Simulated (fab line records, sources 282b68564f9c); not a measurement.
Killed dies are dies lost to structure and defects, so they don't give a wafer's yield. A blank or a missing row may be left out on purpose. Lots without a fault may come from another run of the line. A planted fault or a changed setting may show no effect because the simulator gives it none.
Which tool did it? | flow rit_cmos | 8 lots, 24 wafers sampled, at 2 steps of a route of 202

WHAT THE GAUGES READ, wafer by wafer
RIT_GATE_OVL_MEAS_17.
lot  | measured    | on         | GATE_OVL (nm)
L471 | day 3 04:40 | overlay-02 | -2.2 -1.3 -1.2
L474 | day 3 19:03 | overlay-02 | 0.1 1.1 -0.9
L477 | day 4 11:14 | overlay-02 | -1.1 -0.9 0.3
L479 | day 4 19:20 | overlay-01 | -1.1 -1.8 -1.6
L482 | day 5 10:36 | overlay-02 | 0.8 1.7 -0.1
L485 | day 6 03:17 | overlay-01 | 1.6 1.2 1.4
L489 | day 6 22:01 | overlay-02 | 128.2 128.6 129.1
L491 | day 7 10:41 | overlay-02 | 129.2 129.0 130.6

WHICH TOOL RAN EACH LOT (tool, then ch and the chambers of the sampled wafers, then the start)
lot  | RIT_GATE_EXPOSE_13
L471 | iline_stepper-01 ch 0, day 3 04:11
L474 | iline_stepper-02 ch 0, day 3 18:33
L477 | iline_stepper-02 ch 0, day 4 10:45
L479 | iline_stepper-01 ch 0, day 4 18:50
L482 | iline_stepper-02 ch 0, day 5 10:05
L485 | iline_stepper-01 ch 0, day 6 02:46
L489 | iline_stepper-01 ch 0, day 6 21:30
L491 | iline_stepper-01 ch 0, day 7 10:10
- RIT_GATE_EXPOSE_13: exposes mask M6, target cd 150 nm.

THE ANSWER, worked out from the rows above alone
Rule: what is usual is taken from the lots themselves. Put in order of their means at a reading, lots are off if they are a third of the lots or fewer, leave a main group of 4 or more, and stand apart from it by a gap of 3 or more times the standard deviation of the main group's means; of several such gaps the widest counts. A main group whose means are all the same, to the digits that the tables above print for the reading, isn't used. A lot without any number at a reading at which 4 lots or more have one is off too. The other lots that the step has rows for count as sound.
Off: L489, L491, at RIT_GATE_OVL_MEAS_17 (GATE_OVL). The main group: mean -0.2 nm, standard deviation 1.1.
A tool fits if, at a process step before that reading, it ran every lot that is off, and no sound lot after the first of them. The gauges at RIT_GATE_OVL_MEAS_17 are tried like those tools. Can't be told from this: 2 tools fit, iline_stepper-01 at RIT_GATE_EXPOSE_13, overlay-02 at RIT_GATE_OVL_MEAS_17.

WHAT THE SIMULATOR HAD PUT IN
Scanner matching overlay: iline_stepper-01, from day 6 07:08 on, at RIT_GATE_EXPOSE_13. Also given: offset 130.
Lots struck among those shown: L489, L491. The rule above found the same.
